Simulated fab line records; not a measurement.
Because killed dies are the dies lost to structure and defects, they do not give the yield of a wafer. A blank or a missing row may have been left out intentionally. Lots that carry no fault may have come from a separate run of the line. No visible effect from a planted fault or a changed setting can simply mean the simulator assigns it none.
Split-lot experiment ; flow rit cmos ; 23 wafers read across 5 lots, on a route 202 steps long

## ON THE SPLIT
At RIT_M1_SPUTTER_00 (material Al, target thk 400 nm, time 500 s), the setting time s was moved away from the recipe's 500 s on 8 of the 23 wafers read, by -12.7% to +11.2%. For the rest of the wafers, this setting stayed at what the recipe calls for.

## SPLIT TO READING: what lies between them in the file, 1 step
- RIT_M1_RS_MEAS_01: measures by four-point-probe

## THE READING
M1_AL_THK, in nm, at RIT_M1_THK_MEAS_02 (measures by xrf). A value of 398 nm with a standard deviation of 4.4 nm is what fault-free wafers of this fab line usually give.

wafer;tool, chamber at the split;time s as run, s;against the recipe;M1_AL_THK, nm;against lot-mates on the recipe
L074.2;pvd sputter-02, -;436.6;-12.7%;348;-51
L074.3;pvd sputter-02, -;436.6;-12.7%;350;-49
L074.4;pvd sputter-02, -;500;recipe;400;-
L074.5;pvd sputter-02, -;436.6;-12.7%;348;-51
L074.6;pvd sputter-02, -;500;recipe;398;-
L078.1;pvd sputter-01, -;500;recipe;393;-
L078.2;pvd sputter-01, -;556;+11.2%;444;+52
L078.3;pvd sputter-01, -;556;+11.2%;435;+43
L078.4;pvd sputter-01, -;556;+11.2%;444;+52
L078.6;pvd sputter-01, -;500;recipe;391;-
L082.1;pvd sputter-01, -;500;recipe;401;-
L082.4;pvd sputter-01, -;500;recipe;395;-
L082.5;pvd sputter-01, -;500;recipe;401;-
L083.1;pvd sputter-02, -;555.1;+11.0%;443;+45
L083.2;pvd sputter-02, -;500;recipe;401;-
L083.3;pvd sputter-02, -;500;recipe;398;-
L083.4;pvd sputter-02, -;555.1;+11.0%;447;+49
L083.5;pvd sputter-02, -;500;recipe;396;-
L085.1;pvd sputter-02, -;500;recipe;400;-
L085.2;pvd sputter-02, -;500;recipe;400;-
L085.3;pvd sputter-02, -;500;recipe;399;-
L085.4;pvd sputter-02, -;500;recipe;400;-
L085.6;pvd sputter-02, -;500;recipe;400;-

FIT RESULTS
A straight line over all 23 wafers: M1_AL_THK changes by +3.95 nm for each +1% of time s; r = +0.99; the points scatter about the line by 3.3 nm.
The same after taking each lot's own level away (the mean of its wafers on the recipe; 23 wafers): +4.16 nm for each +1%; r = +1.00; scatter 2.5 nm.
Per that fit: largest time s move, reading shift of 53 nm.
From 392.0 to 399.8 nm: that is the span of the lots' own levels, equal to 1.8 times the standard deviation above.
So the lot-to-lot level changes the slope little: the two slopes agree.
Check: for one of the wafers moved furthest among these (-12.7%), held out of the fit, the line's prediction against its lot-mates is -52.2 nm. Against them it came out at -51 nm.

## OTHER SPLITS APPLIED TO THESE WAFERS
Other splits were also applied to these wafers ahead of the reading. Each is held against what the fit with the lots' levels taken away leaves over:
other split on the same wafers;wafers away from the commonest value;r with M1_AL_THK (lot level and that fit taken away)
RIT_SPACER_CVD_03 sih2cl2 flow sccm;15;-0.18
RIT_NSD_IMPLANT_08 energy kev;4;+0.00
RIT_SILICIDE_SPUTTER_01 power w;11;-0.14
RIT_CONTACT_DEVELOP_07 develop time s;9;-0.35

## THE WHOLE CHAIN: every reading that the file lists as answering this split, in the file's order
step;what it does;reading;change (the file's fit);r (the file's)
RIT_M1_SPUTTER_00;material Al, target thk 400 nm, time 500 s;Al_of_M1_SPUTTER_00.thk nm (the simulator's own value, which no gauge read);+4.12 nm for each +1% of the setting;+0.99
RIT_M1_RS_MEAS_01;measures by four-point-probe;M1_AL_RS;-0.00077 for each +1% of the setting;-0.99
RIT_M1_THK_MEAS_02;measures by xrf;M1_AL_THK;+4.17 for each +1% of the setting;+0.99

## THE FILE'S OWN FIT
M1_AL_THK changes by +4.17 nm for each +1% of time s, r = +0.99.
